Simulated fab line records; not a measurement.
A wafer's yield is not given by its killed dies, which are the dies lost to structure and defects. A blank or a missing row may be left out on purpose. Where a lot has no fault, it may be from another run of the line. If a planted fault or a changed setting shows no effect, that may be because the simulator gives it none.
8D (eight disciplines) problem report, filled in by code    flow rit_cmos    the parts of the form that need people (team, actions taken, sign-off) are left out

1. THE PROBLEM
Mean of developer_temp_C at RIT_NLDD_DEVELOP_05: 23.83 C across 9 wafers in 3 lots; on wafers with no fault it is 23.02 C (standard deviation 0.11). That puts it +7.3 standard deviations away from the usual mean.
The step: develop time 50 s.
Earliest sighting: wafer L886.1 on litho_track-02 at day 6 13:00. At this step, 45 wafers from 15 lots have a number in the record. Rule for "out", or "out of limits": more than 4 standard deviations from the usual mean. The other wafers with a number count as sound.

2. WHAT IT IS; WHAT IT IS NOT
question                     is                      is not
which readings at this step  developer_temp_C        -
which lots                   L886, L887, L890        L868, L869, L870, L873, L875, L876, L877, L878, L879, L880, L881, L883
which wafers of those lots   all that have a number  -
read on which tools          litho_track-02          litho_track-01, litho_track-03
when                         from day 6 13:00        up to then (36 sound wafers)

3. WHAT RULES OUT EACH SUSPECT
Counting: a tool at a process step up to the reading stays a suspect if it ran every lot that is out and no sound lot after the first of them.
- litho_track-02 at RIT_NLDD_DEVELOP_05 (develop time 50 s): kept. It processed each lot that is out, first L886 at day 6 13:00, and no sound lot thereafter; up to then, the last sound lot it processed was L883 at day 5 23:00. Its own readings are out on those wafers: developer_temp_C.
The count leaves litho_track-02 at RIT_NLDD_DEVELOP_05.

4. THE CAUSE (what the simulator had put in)
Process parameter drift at RIT_NLDD_DEVELOP_05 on litho_track-02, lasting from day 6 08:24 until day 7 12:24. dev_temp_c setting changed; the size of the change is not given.
Counting left only this tool.

5. THE EFFECT CHAIN, in route order
One row per reading whose mean, taken over the struck wafers that have a number, lies over 3 standard deviations from the usual. Only readings for which the record gives a usual standard deviation are gone through. hours: the time from each lot's start at the first step in this table that gives one to its start at this step, as a median over the lots. sigmas: the change in usual standard deviations.
hours  step                 reading           usual    on struck wafers  change  sigmas
0      RIT_NLDD_DEVELOP_05  developer_temp_C  23.02 C  23.83             +0.81   +7.3
Process steps it contains:
- RIT_NLDD_DEVELOP_05: develop time 50 s.

6. WHAT WOULD HAVE CAUGHT IT SOONER
5 hours passed between the start of the fault at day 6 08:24 and the first reading out of limits in this record, taken at day 6 13:00.
